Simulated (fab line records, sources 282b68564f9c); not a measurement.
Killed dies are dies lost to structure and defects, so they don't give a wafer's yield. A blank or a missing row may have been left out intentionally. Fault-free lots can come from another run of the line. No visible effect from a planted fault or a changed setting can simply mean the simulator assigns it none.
Comparing a struck lot with a sound one | flow rit_cmos | 13 steps out of a route of 202
Sound: these wafers, L545.1, L545.2, L545.6. Wafers L541.2, L541.4, L541.5 were the ones struck. The cause is given at the end.
Per side, at each step with rows, come the tool, then ch with its chambers, and then its first start. Under that, the readings that differ: sound wafers | struck wafers | difference of the means | sigmas: that difference in standard deviations of wafers without a fault.
alike: same words and numbers on both sides, and readings whose means sit less than 2 such deviations apart. not compared: any withheld reading, any reading some wafer has no value for, any bound like >300 that may hide the same value, and any number with overlapping values for which the record gives no deviation.
Wherever a step has rows on one side only, a row that says differs or no value, or a row with sigmas, the two part there. Non-overlapping numbers with no deviation appear without sigmas and do not part them. A reading that every wafer of one side lacks parts them only if that side has two wafers or more.

first, 2 steps without rows for these wafers: RIT_PLDD_PEB_04; RIT_PLDD_DEVELOP_05 (develop time 50 s).
RIT_PLDD_OVL_MEAS_06:
  struck on overlay-01, day 4 15:13; sound on overlay-01, day 5 11:55
  reading       | sound       | struck         | difference | sigmas
  PLDD_OVL (nm) | 4.5 1.3 1.4 | -1.0 -1.5 -0.6 | -3.4       | -2
then, 2 steps without rows for these wafers: RIT_PLDD_HARDBAKE_07 (time 60 s); RIT_PLDD_IMPLANT_08.
RIT_PLDD_STRIP_09: strips in O2, time 180 s.
  sound on plasma_asher-01 ch 0,1, day 5 12:15; struck on plasma_asher-04 ch 0,1, day 4 15:33
  alike: drypump_motor_current_A
  not compared: rf_hours_counter_h
RIT_PLDD_TW_MEAS_10:
  struck on film_metro-03, day 4 15:44; sound on film_metro-02, day 5 12:26
  alike: PLDD_TW
then, 4 steps without rows for these wafers: RIT_SPACER_CLEAN_00 (cleans in SC1, time 600 s); RIT_SPACER_CLEAN_01 (cleans in dHF, time 30 s); RIT_SPACER_CLEAN_02 (cleans in SC2, time 600 s); RIT_SPACER_CVD_03 (deposits Si3N4 from SiH2Cl2/NH3, target thk 250 nm, time 3300 s).
RIT_SPACER_THK_MEAS_04:
  struck on film_metro-04, day 4 18:07; sound on film_metro-01, day 5 14:49
  alike: SPACER_NITRIDE_THK
RIT_SPACER_ETCHBACK_05: etches Si3N4 in SF6/CHF3, stops on SiO2, target depth 250 nm, time 240 s.
  sound on rie_diel-02 ch 0,3, day 5 14:52; struck on rie_diel-03 ch 0,2,3, day 4 18:10
  no value came back on the struck wafers for any of 5 readings (CHF3_flow_sccm (sccm), SF6_flow_sccm (sccm) and others); on the sound wafers CHF3_flow_sccm (sccm) reads 29.92 29.92 30.09
  reading                                     | sound             | struck            | difference | sigmas
  model.poly-Si_of_GATE_CVD_08.thk_nm (nm)    | 165.3 166.2 163.8 | 229.3 227.5 227.1 | +62.9      |
  model.Si3N4_of_SPACER_CVD_03.thk_nm (nm)    | 197.8 196.2 195.5 | 253.6 253 253.5   | +56.9      |
  model.SiO2_of_FOX2_OXIDATION_00.thk_nm (nm) | 196.6 196.1 193.6 | 229.5 234.5 228.1 | +35.3      |
  not compared: rf_hours_counter_h

## WHERE THEY PART
Last at RIT_SPACER_ETCHBACK_05 as far as this record goes, first at RIT_PLDD_OVL_MEAS_06.

WHY: what had been put in by the simulator
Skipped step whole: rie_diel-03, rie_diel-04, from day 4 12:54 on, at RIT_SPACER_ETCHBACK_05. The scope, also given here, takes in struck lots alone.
